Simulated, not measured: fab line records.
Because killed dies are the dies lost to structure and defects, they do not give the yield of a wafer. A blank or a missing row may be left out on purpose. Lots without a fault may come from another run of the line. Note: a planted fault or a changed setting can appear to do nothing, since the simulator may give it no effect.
Which tool did it? ; flow berkeley_cmos170 ; 14 lots, 42 wafers sampled, at 4 steps of a route of 331

## WHAT THE GAUGES SHOWED, per wafer
UCB170_NWELL_THK_MEAS_02. Usual: for NWELL_OXIDE_THK the level is 26.6 nm and the standard deviation is 0.47.
lot;measured;on;NWELL_OXIDE_THK (nm);flag
L464;day 2 07:05;film_metro-03;26.1 26.7 26.4;
L466;day 2 17:08;film_metro-02;26.3 25.8 25.8;
L467;day 2 21:29;film_metro-01;26.6 26.9 26.8;
L470;day 3 03:35;film_metro-03;26.1 26.1 26.4;
L472;day 3 16:32;film_metro-02;26.8 27.0 27.1;
L475;day 4 06:15;film_metro-02;27.3 26.6 27.1;
L477;day 5 03:46;film_metro-02;27.2 26.8 26.8;
L478;day 5 03:46;film_metro-03;27.1 26.8 27.0;
L479;day 5 09:22;film_metro-01;26.3 26.6 26.2;
L481;day 5 09:23;film_metro-03;26.9 26.8 26.8;
L483;day 6 02:59;film_metro-02;26.2 26.5 26.3;
L485;day 6 10:15;film_metro-02;26.7 27.3 26.6;
L486;day 6 13:17;film_metro-02;26.7 26.7 26.7;
L487;day 6 17:27;film_metro-03;26.2 26.0 26.1;

UCB170_SDANNEAL_RS_MEAS_02: the measuring method here is four-point-probe. Usual: for PSD_RS the level is 75.6 ohm/sq and the standard deviation is 0.3.
lot;measured;on;PSD_RS (ohm/sq);flag
L464;day 7 08:58;film_metro-02;76.1 76.0 76.2;
L466;day 7 15:26;film_metro-02;75.6 75.6 75.9;
L467;day 7 23:17;film_metro-04;74.9 75.7 75.1;
L470;day 7 22:08;film_metro-02;75.8 75.8 75.3;
L472;day 8 06:15;film_metro-01;75.9 75.5 75.7;
L475;day 8 23:02;film_metro-01;76.2 76.7 76.9 76.2 76.8 76.8;OFF
L477;day 9 14:34;film_metro-01;76.6 76.7 76.8;OFF
L478;day 9 14:33;film_metro-02;75.1 75.4 75.3;
L479;day 9 23:12;film_metro-01;75.6 75.5 75.3;
L481;day 9 23:01;film_metro-02;75.7 75.7 75.9;
L483;day 10 23:50;film_metro-01;75.6 75.6 75.7;
L485;day 11 00:18;film_metro-04;75.9 75.9 75.6;
L486;day 11 00:53;film_metro-04;75.5 75.8 75.5;
L487;day 11 09:07;film_metro-01;75.9 75.9 75.9;

UCB170_SDANNEAL_RS_MEAS_03: the measuring method here is four-point-probe. Usual: for NSD_RS the level is 37.33 ohm/sq and the standard deviation is 0.083.
lot;measured;on;NSD_RS (ohm/sq);flag
L464;day 7 09:05;film_metro-02;37.29 37.28 37.29;
L466;day 7 15:34;film_metro-02;37.38 37.42 37.40;
L467;day 7 23:24;film_metro-04;37.29 37.29 37.24;
L470;day 7 22:15;film_metro-02;37.33 37.28 37.35;
L472;day 8 06:22;film_metro-01;37.39 37.53 37.41;
L475;day 8 23:31;film_metro-01;37.34 37.27 37.30;
L477;day 9 14:41;film_metro-01;37.35 37.37 37.38;
L478;day 9 14:40;film_metro-02;37.28 37.37 37.39;
L479;day 9 23:19;film_metro-01;37.34 37.35 37.37;
L481;day 9 23:08;film_metro-02;37.24 37.26 37.19;
L483;day 10 23:57;film_metro-01;37.46 37.56 37.36;
L485;day 11 00:25;film_metro-04;37.35 37.33 37.28;
L486;day 11 01:01;film_metro-04;37.21 37.17 37.28;
L487;day 11 09:14;film_metro-01;37.38 37.43 37.40;

## EACH LOT AND THE TOOL THAT RAN IT (in order: tool; ch and the chambers of the sampled wafers; start)
lot;UCB170_PSD_IMPLANT_08
L464;implanter-03 ch 0, day 7 01:27
L466;implanter-02 ch 0, day 7 08:52
L467;implanter-04 ch 0, day 7 20:13
L470;implanter-03 ch 0, day 7 18:04
L472;implanter-02 ch 0, day 8 02:22
L475;implanter-03 ch 0, day 8 16:37
L477;implanter-03 ch 0, day 9 11:18
L478;implanter-02 ch 0, day 9 10:59
L479;implanter-04 ch 0, day 9 18:43
L481;implanter-02 ch 0, day 9 18:36
L483;implanter-02 ch 0, day 10 20:07
L485;implanter-04 ch 0, day 10 20:16
L486;implanter-02 ch 0, day 10 20:40
L487;implanter-02 ch 0, day 11 05:59
- UCB170_PSD_IMPLANT_08

## AS READ BY THE TOOLS THEMSELVES (means over the sampled wafers that have a number; for cases with no such wafer, the mark the record gives instead)
The record holds no such reading with a usual standard deviation.

## THE ANSWER, worked out from the rows above alone
Rule: a lot counts as off when the mean over its wafers that have a number is more than 3 standard deviations away from the usual mean. Also off: a lot with no number at a reading for which 4 or more lots have one. Where the step has rows for the other lots, those lots are counted as sound. First the gauges in route order, then the tools' own readings, where a lot's mean is used as printed above. The first step at which some lot is off is used, and at that step the reading that is off furthest; a lot without a number counts as furthest.
Off: L475, L477, seen at UCB170_SDANNEAL_RS_MEAS_02 (PSD_RS).
If a tool, at a process step before that reading, ran all the lots that are off and no sound lot after the first of them, it fits. Those tools and the gauges at UCB170_SDANNEAL_RS_MEAS_02 are tried in the same way. One fits: implanter-03 at UCB170_PSD_IMPLANT_08. Its last sound lot is L470 (day 7 18:04), its first lot that is off L475 (day 8 16:37): a fault that began between those two fits.

## WHAT THE SIMULATOR HAD INSERTED
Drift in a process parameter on implanter-03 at UCB170_PSD_IMPLANT_08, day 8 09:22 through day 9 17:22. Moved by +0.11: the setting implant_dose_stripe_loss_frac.
Lots struck among those shown: L475, L477. The rule above reached the same finding.
